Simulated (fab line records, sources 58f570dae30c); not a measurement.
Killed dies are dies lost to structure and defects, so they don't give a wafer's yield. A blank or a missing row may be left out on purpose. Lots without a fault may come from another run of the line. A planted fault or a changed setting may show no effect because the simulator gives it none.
Problem report in the 8D (eight disciplines) form, filled by code | flow berkeley_cmos170 | the parts of the form that need people (team, actions taken, sign-off) are left out

1. THE PROBLEM
PFIELD_TW at UCB170_PFIELD_TW_MEAS_09 reads a mean of 568 on 6 wafers of 2 lots; wafers without a fault read 598 with a standard deviation of 4.1. That is -7.3 standard deviations from the usual mean.
First seen on wafer L829.1, day 8 14:55, on film_metro-04. The record holds 42 wafers of 14 lots with a number at this step. Rule for "out", or "out of limits": more than 4 standard deviations from the usual mean. The other wafers with a number count as sound.

2. WHAT IT IS AND WHAT IT IS NOT
question                    | is                           | is not
which readings at this step | PFIELD_TW                    | -
which lots                  | L829, L832                   | L812, L814, L816, L817, L818, L820, L821, L822, L827, L828, L833, L835
which wafers of those lots  | all that have a number       | -
read on which gauges        | film_metro-01, film_metro-04 | film_metro-02
when                        | from day 8 14:55             | up to then (30 sound wafers); but 6 sound wafers of L833, L835 came after

3. SUSPECTS, AND WHAT RULES EACH OUT
Counting: a tool at a process step up to the reading stays a suspect if it ran every lot that is out and no sound lot after the first of them.
- the gauge at UCB170_PFIELD_TW_MEAS_09: ruled out. The wafers that are out were read on 2 gauges (film_metro-01, film_metro-04).
- implanter-03 at UCB170_PFIELD_IMPLANT_07: kept. It ran every lot that is out, first L829 (day 8 14:40), and no sound lot after that; its last sound lot up to then is L827 (day 8 02:58). Its own readings are out on those wafers: beam_energy_keV.
Left after counting: implanter-03 at UCB170_PFIELD_IMPLANT_07.

4. THE CAUSE (what the simulator had put in)
Process parameter drift: implanter-03, from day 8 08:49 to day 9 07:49, at UCB170_PFIELD_IMPLANT_07. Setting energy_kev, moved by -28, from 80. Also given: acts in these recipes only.
Counting left only this tool.

5. THE CHAIN OF EFFECTS, in route order
Each row: a reading whose mean over the struck wafers that have a number lies more than 3 standard deviations from the usual. Only readings for which the record gives a usual standard deviation are gone through. hours: the time from each lot's start at the first step in this table that gives one to its start at this step, as a median over the lots. sigmas: the change in usual standard deviations.
hours | step                     | reading         | usual  | on struck wafers | change  | sigmas
0     | UCB170_PFIELD_IMPLANT_07 | beam_energy_keV | 79.997 | 51.993           | -28.004 | -99 or more
0     | UCB170_PFIELD_TW_MEAS_09 | PFIELD_TW       | 598    | 568              | -30     | -7.3
The process steps in it:
- UCB170_PFIELD_IMPLANT_07
Later measuring or inspecting steps at which every struck wafer that the step has a row for has a number for every such reading, and none has moved that far: UCB170_SCREENOX_THK_MEAS_02.

6. WHAT WOULD HAVE CAUGHT IT SOONER
In this record the first reading out of limits at a measuring or inspecting step was taken at day 8 14:55, 6 hours after the fault began at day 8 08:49.
The tool's own readings at UCB170_PFIELD_IMPLANT_07 were out on every struck wafer that the step has a row for (beam_energy_keV): an alarm limit on them would have fired on the first of those.
Of the lots that are out (2), L832 began UCB170_PFIELD_IMPLANT_07 on implanter-03 after day 8 14:55. A hold on the tool at that time would have spared it.
